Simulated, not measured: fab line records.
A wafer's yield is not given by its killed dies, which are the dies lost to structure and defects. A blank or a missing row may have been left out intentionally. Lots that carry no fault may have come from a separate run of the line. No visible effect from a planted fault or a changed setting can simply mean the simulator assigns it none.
2 desks, one fault ; flow berkeley-cmos170 ; each desk has only its own numbers; what lay behind them comes last

AT THE METROLOGY DESK
Lot by lot, what the gauges showed, no matter which tool ran the lot: averages of those sampled wafers that carry a number. Marked OUT: a lot whose mean sits more than 4 standard deviations from the usual mean, which makes it out of limits; the brackets give that distance.
Columns: A = PWELL_OVL at UCB170_PWELL_OVL_MEAS_13, usual -3 nm; B = PFIELD_TW at UCB170_PFIELD_TW_MEAS_09, usual 600; C = M3_AL_THK at UCB170_M3_THK_MEAS_03, usual 900 nm
lot;first seen here;A;B;C
L941;day 4 00:24;-2;595;893
L943;day 4 15:35;0;602;893
L942;day 4 15:51;-5;599;899
L946;day 5 05:26;2;595;907
L945;day 5 05:48;-2;601;894
L944;day 5 05:52;0;600;906
L950;day 5 17:13;-1;592;905
L952;day 6 06:36;-9;598;904
L954;day 6 19:30;3;604;896
L958;day 6 19:43;0;606;904
L957;day 6 20:36;-9;597;896
L960;day 7 09:43;-4;595;889
L962;day 7 21:43;-1;606;894
L964;day 8 02:54;-2;606;916
This desk's verdict: no lot among the 14 shows anything out of limits.

TOOL OWNER'S DESK, rie-metal-01
The tool's own readings at UCB170_M1_METAL_ETCH_12 (etches Al in Cl2/BCl3, stops on PSG, target depth 780 nm, time 130 s): means of the sampled wafers that have a number, for each lot that ran on this tool. Marked OUT: a lot whose mean sits more than 4 standard deviations from the usual mean, which makes it out of limits; the brackets give that distance.
Columns: A = bias-w at UCB170_M1_METAL_ETCH_12, usual 120.0 W; B = drypump-motor-current-A at UCB170_M1_METAL_ETCH_12, usual 5.7 A; C = oes-product-au at UCB170_M1_METAL_ETCH_12, usual 0.844 a.u.; D = throttle-valve-pct at UCB170_M1_METAL_ETCH_12, usual 24.59 %
lot;first seen here;A;B;C;D
L941;day 9 03:48;120.1;5.7;0.834;24.98
L942;day 9 13:44;120.1;5.7;0.830;24.98
L944;day 10 04:44;119.9;5.9;0.841;24.76
L950;day 10 19:07;120.1;6.0;0.837;24.56
L952;day 11 12:49;147.7 (+77) OUT;5.9;0.847;24.76
L954;day 11 23:31;134.3 (+40) OUT;6.1;0.842;24.56
This desk's finding: out of limits on L952, L954; first on L952, day 11 12:49 (bias-w at UCB170_M1_METAL_ETCH_12). In limits: L941, L942, L944, L950.

TAKEN TOGETHER
The tool owner's desk had the chance to raise an alarm at day 11 12:49 on L952, L954.
Metrology desk: nothing out of limits seen.
The metrology desk holds a record of L952, L954, inside its limits.
The lots listed all ran UCB170_M1_METAL_ETCH_12 on rie-metal-01.

WHAT HAD BEEN PUT IN BY THE SIMULATOR
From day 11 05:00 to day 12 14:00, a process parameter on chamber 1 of rie-metal-01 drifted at UCB170_M1_METAL_ETCH_12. Setting bias-w shifted by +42 from 120. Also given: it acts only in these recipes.
Struck lots among those shown: L952, L954.
Delay in hours, fault start to first out-of-limits reading, by desk: the tool owner's desk at 8.
